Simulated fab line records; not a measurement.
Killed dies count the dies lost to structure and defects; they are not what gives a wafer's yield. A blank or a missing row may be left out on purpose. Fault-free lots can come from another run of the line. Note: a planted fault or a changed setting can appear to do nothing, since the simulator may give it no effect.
A lot that was struck, set against a sound lot | flow rit-cmos | 27 out of 202 route steps
Sound: the wafers L582.1, L582.3, L582.5. Struck: wafer L595.1 (left out: L595.4, L595.6 of the same lot, which were not struck); the cause appears at the end.
At each step with rows: each side's tool, then ch and its chambers, then its first start. Under that, the readings that differ: sound wafers | struck wafers | difference of the means | sigmas: that difference in standard deviations of wafers without a fault.
alike: a reading whose means differ by less than 2 such deviations, as well as words and numbers matching on both sides. not compared: withheld readings; readings where some wafer has no value; bounds like >300 that might hide an equal value; numbers whose values overlap and for which the record gives no deviation.
The two part at a step that has a row with sigmas, a row that says differs or no value, or rows on one side only. Non-overlapping numbers with no deviation appear without sigmas and do not part them. A reading that every wafer of one side lacks parts them only if that side has two wafers or more.

first, 4 steps without rows for these wafers: RIT_CONTACT_SOFTBAKE_04 (time 60 s); RIT_CONTACT_EXPOSE_05 (exposes mask M11, target cd 1000 nm); RIT_CONTACT_PEB_06; RIT_CONTACT_DEVELOP_07 (develop time 120 s).
RIT_CONTACT_CD_MEAS_08: the cd target is 1000 nm.
  sound: cd-sem-01 at day 3 16:05; struck: cd-sem-02 at day 6 06:25
  alike: cd-nm
RIT_CONTACT_OVL_MEAS_09:
  sound: overlay-01 at day 3 16:13; struck: overlay-01 at day 6 06:32
  alike: CONTACT_OVL
then, 1 step without rows for these wafers: RIT_CONTACT_HARDBAKE_10 (time 60 s).
RIT_CONTACT_ETCH_11: etches SiO2 in CHF3/CF4/Ar, stops on TiSi2, target depth 480 nm, time 320 s.
  sound on rie-diel-03 ch 1,2, day 3 16:24; struck on rie-diel-02 ch 2, day 6 06:43
  alike: drypump-motor-current-A, oes-product-au, throttle-valve-pct
  not compared: rf-hours-counter-h
RIT_CONTACT_STRIP_12: strips in O2, time 180 s.
  sound on plasma-asher-04 ch 0,1, day 3 16:35; struck on plasma-asher-02 ch 1, day 6 06:55
  alike: drypump-motor-current-A
  not compared: rf-hours-counter-h
RIT_CONTACT_CD_MEAS_90: the cd target is 1000 nm.
  sound: cd-sem-02 at day 3 16:46; struck: cd-sem-02 at day 6 07:05
  alike: cd-nm
then, 2 steps without rows for these wafers: RIT_CONTACT_CLEAN_13 (cleans in SC1, time 600 s); RIT_CONTACT_CLEAN_14 (cleans in SC2, time 600 s).
RIT_M1_SPUTTER_00: material Al, target thk 400 nm, time 500 s.
  sound: pvd-sputter-03 at day 3 17:14; struck: pvd-sputter-02 at day 6 07:34
  reading                               | sound                | struck | difference | sigmas
  chamber-pressure-pa (Pa)              | 0.3996 0.4011 0.4003 | 0.3650 | -0.0353    | -44
  substrate-temp-c (C)                  | 24.83 24.99 24.96    | 25.17  | +0.24      | +3
  throttle-valve-pct (%)                | 30.8 29.0 30.1       | 32.9   | +2.9       | +4
  model.Al_of_M1_SPUTTER_00.thk-nm (nm) | 393.9 395.2 395.7    | 410.1  | +15.2      |
RIT_M1_RS_MEAS_01: the measuring method here is four-point-probe.
  sound: film-metro-03 at day 3 17:32; struck: film-metro-03 at day 6 07:52
  reading           | sound                | struck | difference | sigmas
  M1_AL_RS (ohm/sq) | 0.0746 0.0743 0.0742 | 0.0711 | -0.0033    | -5
RIT_M1_THK_MEAS_02: measures by xrf.
  sound: film-metro-03 at day 3 17:39; struck: film-metro-03 at day 6 07:59
  reading        | sound       | struck | difference | sigmas
  M1_AL_THK (nm) | 393 394 396 | 408    | +14        | +4
then, 6 steps without rows for these wafers: RIT_M1_HMDS_03 (prime time 60 s); RIT_M1_COAT_04 (resist thk 1300 nm); RIT_M1_SOFTBAKE_05 (time 60 s); RIT_M1_EXPOSE_06 (exposes mask M12, target cd 2600 nm); RIT_M1_PEB_07; RIT_M1_DEVELOP_08 (develop time 68 s).
RIT_M1_CD_MEAS_09: the cd target is 2600 nm.
  sound: cd-sem-02 at day 3 18:35; struck: cd-sem-02 at day 6 09:03
  alike: cd-nm
RIT_M1_OVL_MEAS_10:
  sound: overlay-02 at day 3 18:43; struck: overlay-01 at day 6 09:10
  alike: M1_OVL
then, 1 step without rows for these wafers: RIT_M1_HARDBAKE_11 (time 120 s).
RIT_M1_METAL_ETCH_12: etches Al in Cl2/BCl3, stops on SiO2, time 165 s, target depth 600 nm.
  sound on rie-metal-01 ch 1, day 3 19:00; struck on rie-metal-02 ch 1, day 6 09:28
  reading                        | sound             | struck | difference | sigmas
  bcl3-flow-sccm (sccm)          | 50.16 50.19 50.13 | 49.82  | -0.34      | -2
  model.etch.depth-nm (nm)       | 393.9 395.2 395.7 | 410.1  | +15.2      |
  model.M1.feature-depth-nm (nm) | 426.1 427.3 428.1 | 442.9  | +15.7      |
  alike: drypump-motor-current-A, oes-product-au, throttle-valve-pct
  not compared: rf-hours-counter-h
then, 1 step without rows for these wafers: RIT_M1_STRIP_13 (strips in nmp, time 600 s).
RIT_M1_PROBE_99:
  sound: prober-02 at day 3 21:15; struck: prober-02 at day 6 11:43
  reading                  | sound                   | struck  | difference | sigmas
  model.etest.m1.rs-ohm-sq | 0.07332 0.07276 0.07376 | 0.07115 | -0.00213   |
  alike: defect-limited-yield, killed-at-contacts, killed-at-front-end, killed-dies, killed-open, killed-short, sort_bin_3_pad_short, sort_bin_5_function, sort_bin_6_memory, sort-n-pass, sort-yield-pct

WHERE THEY PART
First at RIT_M1_SPUTTER_00; last, within this record, at RIT_M1_METAL_ETCH_12. Later steps at which nothing parts them and some readings are alike: RIT_M1_PROBE_99.

WHY: what the simulator had put in
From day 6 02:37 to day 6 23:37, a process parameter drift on pvd-sputter-02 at RIT_M1_SPUTTER_00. Setting chamber-pressure-pa, moved by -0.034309, from 0.4. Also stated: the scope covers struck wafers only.
